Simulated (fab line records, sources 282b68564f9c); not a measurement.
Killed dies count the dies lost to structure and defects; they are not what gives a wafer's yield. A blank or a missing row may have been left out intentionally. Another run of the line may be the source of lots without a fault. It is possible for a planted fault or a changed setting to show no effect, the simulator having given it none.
Problem report, 8D (eight disciplines) form, completed by code    flow ritCmos    the parts of the form that need people (team, actions taken, sign-off) are left out

## 1. WHAT WENT WRONG
At RIT_M1_COAT_04, spinSpeedRpm averages 1850.3 rpm over 6 wafers from 2 lots, while fault-free wafers read 2000.2 rpm, standard deviation 1.4. That is -99 or more standard deviations from the usual mean.
The step: resist thk 1300 nm.
First seen on wafer L965.1, day 5 14:26, on lithoTrack-04. The record has a number at this step for 39 wafers belonging to 13 lots. Rule for "out", or "out of limits": more than 4 standard deviations from the usual mean. The other wafers with a number count as sound.

## 2. WHAT IT IS; WHAT IT IS NOT
question                     is                      is not
which readings at this step  spinSpeedRpm            -
which lots                   L965, L966              L955, L956, L960, L961, L964, L970, L973, L974, L975, L976, L978
which wafers of those lots   all that have a number  -
read on which tools          lithoTrack-04           lithoTrack-02, lithoTrack-03
when                         from day 5 14:26        up to then (15 sound wafers); but 18 sound wafers of L970, L973, L974, L975, L976, L978 came after

## 3. WHAT RULES OUT EACH SUSPECT
Counting: a tool at any process step up to the reading remains a suspect when it ran all the lots that are out and ran no sound lot after the first of those.
- lithoTrack-04 at RIT_M1_COAT_04 (resist thk 1300 nm): kept. It ran every lot that is out, first L965 (day 5 14:26), and no sound lot after that. Its own spinSpeedRpm readings are out on those wafers.
After counting, what remains is lithoTrack-04 at RIT_M1_COAT_04.

## 4. THE CAUSE (what the simulator had put in)
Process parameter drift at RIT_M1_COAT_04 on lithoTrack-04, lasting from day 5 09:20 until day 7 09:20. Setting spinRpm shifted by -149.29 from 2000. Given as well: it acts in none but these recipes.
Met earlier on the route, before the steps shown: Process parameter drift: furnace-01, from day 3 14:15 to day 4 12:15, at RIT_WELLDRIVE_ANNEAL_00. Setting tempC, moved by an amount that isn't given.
Counting left only this tool.

## 5. THE CHAIN OF EFFECTS, in route order
Each row: a reading where the mean over the struck wafers with a number is more than 3 standard deviations away from the usual. Only readings whose record carries a usual standard deviation are examined. hours: median over the lots of the time between each lot's start at the first step of this table that gives one and its start at this step. sigmas: the change, counted in usual standard deviations.
hours  step            reading       usual       on struck wafers  change  sigmas
0      RIT_M1_COAT_04  spinSpeedRpm  2000.2 rpm  1850.3            -149.9  -99 or more
Here are the process steps it includes:
- RIT_M1_COAT_04: resist thk 1300 nm.

## 6. WHAT WOULD HAVE CAUGHT IT SOONER
First out-of-limits reading in this record: day 5 14:26, which is 5 hours after fault onset at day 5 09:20.
